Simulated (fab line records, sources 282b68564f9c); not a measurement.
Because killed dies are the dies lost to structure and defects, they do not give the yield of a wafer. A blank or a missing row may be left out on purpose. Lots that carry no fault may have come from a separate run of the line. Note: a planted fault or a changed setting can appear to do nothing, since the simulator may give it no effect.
Problem report in the 8D (eight disciplines) form, filled by code | flow ritCmos | the parts of the form that need people (team, actions taken, sign-off) are left out

1. THE PROBLEM
SILICIDE_TI_RS at RIT_SILICIDE_RS_MEAS_02 reads a mean of 25.0 ohm/sq on 6 wafers of 2 lots; wafers without a fault read 47.9 ohm/sq with a standard deviation of 0.58. That is -39 standard deviations from the usual mean.
The step: measures by four-point-probe.
Seen first at day 5 19:53 on filmMetro-04, wafer L143.1. The record holds 42 wafers of 14 lots with a number at this step. Rule for "out", or "out of limits": more than 4 standard deviations from the usual mean. Any other wafer with a number is counted as sound.

2. WHAT IT IS AND WHAT IT IS NOT
question                    | is                     | is not
which readings at this step | SILICIDE_TI_RS         | -
which lots                  | L143, L146             | L132, L133, L134, L136, L137, L138, L140, L148, L149, L151, L154, L155
which wafers of those lots  | all that have a number | -
read on which gauges        | filmMetro-04           | filmMetro-01, filmMetro-02
when                        | from day 5 19:53       | up to then (21 sound wafers); but 15 sound wafers of L148, L149, L151, L154, L155 came after

3. THE SUSPECTS, EACH WITH WHAT RULES IT OUT
Counting: a tool at any process step up to the reading remains a suspect when it ran all the lots that are out and ran no sound lot after the first of those.
- the gauge at RIT_SILICIDE_RS_MEAS_02: kept. All the wafers that are out were read on filmMetro-04, and no step on other tools shows them out.
- plasmaAsher-01 at RIT_GATE_STRIP_20 (strips in O2, time 180 s): ruled out as a lasting fault. The sound lots L148, L149 went through it after L143, its earliest lot that is out (day 5 05:14).
- pvdSputter-02 at RIT_SILICIDE_SPUTTER_01 (material Ti, target thk 30 nm, time 240 s): kept. All lots that are out passed through it, beginning with L143 at day 5 19:44, and no sound lot followed; its final sound lot before that point was L138 at day 4 08:54.
What counting leaves: pvdSputter-02 at RIT_SILICIDE_SPUTTER_01 and filmMetro-04 at RIT_SILICIDE_RS_MEAS_02.

4. THE CAUSE (what the simulator had put in)
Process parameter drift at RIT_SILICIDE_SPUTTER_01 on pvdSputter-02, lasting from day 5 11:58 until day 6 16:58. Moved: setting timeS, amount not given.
2 suspects survive the count, and this tool is in that group.

5. THE EFFECT CHAIN, in route order
Rows list readings where the struck wafers' mean (over those with a number) sits beyond 3 standard deviations from the usual. Only readings whose record carries a usual standard deviation are examined. hours: median over the lots of the time between each lot's start at the first step of this table that gives one and its start at this step. sigmas: the change, counted in usual standard deviations.
hours | step                     | reading         | usual       | on struck wafers | change | sigmas
0     | RIT_SILICIDE_RS_MEAS_02  | SILICIDE_TI_RS  | 47.9 ohm/sq | 25.0             | -22.9  | -39
0     | RIT_SILICIDE_THK_MEAS_03 | SILICIDE_TI_THK | 30.6 nm     | 51.8             | +21.2  | +64
Later steps that measure or inspect, where all struck wafers having a row at the step show a number for every such reading and not one has moved that far: RIT_CONTACT_OVL_MEAS_09.

6. HOW IT WOULD HAVE BEEN CAUGHT EARLIER
Counted from the fault's start at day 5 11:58, it took 8 hours until the first out-of-limits reading at a measuring or inspecting step in this record, taken at day 5 19:53.
Tool readings at RIT_SILICIDE_SPUTTER_01 with a usual standard deviation given in the record: none out on any struck wafer, hence no alarm at a limit of 4 standard deviations on them.
Of the lots that are out (2), L146 began RIT_SILICIDE_SPUTTER_01 on pvdSputter-02 after day 5 19:53. A tool hold placed at that time would have kept it from harm.
